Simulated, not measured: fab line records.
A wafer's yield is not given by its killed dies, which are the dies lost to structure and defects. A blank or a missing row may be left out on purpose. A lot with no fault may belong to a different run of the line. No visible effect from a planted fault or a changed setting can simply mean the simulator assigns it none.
Which tool did it? | flow berkeley-cmos170 | 13 lots with 39 wafers sampled at 3 steps, on a route of 331 steps

WHAT EACH GAUGE READ, for each wafer
UCB170_V2_BOW_MEAS_03.
lot  | measured     | on            | V2_BOW (um)
L164 | day 8 17:15  | film-metro-04 | 35 31 33
L165 | day 9 08:28  | film-metro-02 | 32 31 23
L166 | day 9 09:33  | film-metro-04 | 44 39 42
L169 | day 10 03:07 | film-metro-02 | 35 37 37
L170 | day 10 07:37 | film-metro-04 | 27 35 25
L168 | day 10 07:56 | film-metro-04 | 36 42 39
L167 | day 10 09:23 | film-metro-02 | 35 42 35
L171 | day 10 09:02 | film-metro-04 | 37 37 42
L176 | day 11 03:24 | film-metro-03 | 41 42 27
L178 | day 11 18:13 | film-metro-03 | 27 40 39
L180 | day 12 02:49 | film-metro-04 | 26 41 25
L183 | day 12 11:43 | film-metro-02 | 30 22 31
L186 | day 13 11:02 | film-metro-04 | 36 47 39

WHICH TOOL RAN EACH LOT (tool, then ch and the chambers of the sampled wafers, then the start)
lot  | UCB170_GATE_ETCH_15              | UCB170_M2_STRIP_19
L164 | rie-si-02 ch 0,1,3, day 7 08:26  | plasma-asher-01 ch 0,1, day 8 16:30
L165 | rie-si-01 ch 0,3, day 8 01:34    | plasma-asher-01 ch 0,1, day 9 07:43
L166 | rie-si-02 ch 0,3, day 8 01:50    | plasma-asher-04 ch 0,1, day 9 08:44
L169 | rie-si-01 ch 0,1,3, day 8 18:59  | plasma-asher-03 ch 0,1, day 10 02:21
L170 | rie-si-02 ch 0,2, day 8 19:01    | plasma-asher-04 ch 0,1, day 10 06:52
L168 | rie-si-01 ch 0,1, day 8 19:43    | plasma-asher-01 ch 0,1, day 10 07:11
L167 | rie-si-02 ch 1,2, day 8 19:43    | plasma-asher-01 ch 0,1, day 10 08:39
L171 | rie-si-01 ch 1,2, day 8 19:50    | plasma-asher-04 ch 0,1, day 10 08:17
L176 | rie-si-02 ch 0,2, day 9 15:35    | plasma-asher-04 ch 0,1, day 11 02:38
L178 | rie-si-01 ch 0,1,2, day 10 03:22 | plasma-asher-01 ch 0,1, day 11 17:24
L180 | rie-si-02 ch 1,2, day 10 16:38   | plasma-asher-01 ch 0,1, day 12 02:03
L183 | rie-si-01 ch 1,2, day 11 00:25   | plasma-asher-04 ch 0,1, day 12 10:58
L186 | rie-si-01 ch 0,2,3, day 11 23:31 | plasma-asher-04 ch 0,1, day 13 10:16
- UCB170_GATE_ETCH_15: etches poly-Si in HBr/Cl2, stops on SiO2, time 56.3 s, target depth 278.2 nm.
- UCB170_M2_STRIP_19: strips in O2.

WHAT THE TOOLS THEMSELVES READ (means of the sampled wafers that have a number; where no wafer has one, the mark that the record gives instead)
UCB170_GATE_ETCH_15.
lot  | tool      | drypump-motor-current-A (A) | oes-product-au (a.u.) | run-length-s (s) | throttle-valve-pct (%)
L164 | rie-si-02 | 5.6                         | 0.816                 | 84.5             | 26.6
L165 | rie-si-01 | 5.7                         | 0.826                 | 84.9             | 26.2
L166 | rie-si-02 | 5.2                         | 0.811                 | 84.4             | 26.4
L169 | rie-si-01 | 6.0                         | 0.838                 | 84.4             | 26.3
L170 | rie-si-02 | 5.0                         | 0.815                 | 84.4             | 26.4
L168 | rie-si-01 | 6.0                         | 0.826                 | 84.7             | 26.4
L167 | rie-si-02 | 6.1                         | 0.839                 | 85.2             | 26.9
L171 | rie-si-01 | 6.0                         | 0.854                 | 84.3             | 26.4
L176 | rie-si-02 | 5.1                         | 0.836                 | 84.6             | 26.6
L178 | rie-si-01 | 5.9                         | 0.832                 | 84.6             | 26.5
L180 | rie-si-02 | 5.6                         | 0.767                 | 95.6             | 26.9
L183 | rie-si-01 | 6.0                         | 0.835                 | 84.5             | 26.4
L186 | rie-si-01 | 5.7                         | 0.836                 | 84.9             | 26.4

UCB170_M2_STRIP_19.
lot  | tool            | drypump-motor-current-A (A) | oes-product-au (a.u.)
L164 | plasma-asher-01 | 6.1                         | 0.526
L165 | plasma-asher-01 | 5.7                         | 0.558
L166 | plasma-asher-04 | 6.4                         | 0.541
L169 | plasma-asher-03 | 5.5                         | 0.565
L170 | plasma-asher-04 | 6.4                         | 0.530
L168 | plasma-asher-01 | 5.7                         | 0.554
L167 | plasma-asher-01 | 6.1                         | 0.560
L171 | plasma-asher-04 | 6.4                         | 0.521
L176 | plasma-asher-04 | 6.4                         | 0.530
L178 | plasma-asher-01 | 6.1                         | 0.537
L180 | plasma-asher-01 | 6.0                         | 0.549
L183 | plasma-asher-04 | 6.3                         | 0.550
L186 | plasma-asher-04 | 6.3                         | 0.536

THE ANSWER, worked out from the rows above alone
Rule: the usual values come from the lots themselves. Put in order of their means at a reading, lots are off if they are a third of the lots or fewer, leave a main group of 4 or more, and stand apart from it by a gap of 3 or more times the standard deviation of the main group's means; of several such gaps the widest counts. If all means in a main group match to the digits the tables above print for the reading, that group is not used. Also off: a lot with no number at a reading for which 4 or more lots have one. Where the step has rows for the other lots, those lots are counted as sound. The gauges are gone through in route order, then the tools' own readings, and for those a lot's mean is taken as printed above. The first step at which some lot is off is used, and at that step the reading that is off furthest; a lot without a number counts as furthest.
Off, at UCB170_GATE_ETCH_15 on run-length-s: L180. For the main group the mean is 84.6 s and the standard deviation 0.25.
A tool fits if, at that step or a process step before it, it ran every lot that is off, and no sound lot after the first of them. One fits: rie-si-02 at UCB170_GATE_ETCH_15. Its last sound lot is L176 (day 9 15:35), its first lot that is off L180 (day 10 16:38): a fault that began between those two fits.
The tool's own readings at UCB170_GATE_ETCH_15 bear it out: on the lots that are off they differ by more than 5 times the standard deviation of the sound lots' means. oes-product-au reads 0.767 a.u. there against 0.830 a.u. on the sound lots; run-length-s reads 95.6 s there against 84.6 s on the sound lots.

WHAT THE SIMULATOR HAD INSERTED
rie-si-02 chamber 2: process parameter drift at UCB170_GATE_ETCH_15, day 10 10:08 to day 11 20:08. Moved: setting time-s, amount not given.
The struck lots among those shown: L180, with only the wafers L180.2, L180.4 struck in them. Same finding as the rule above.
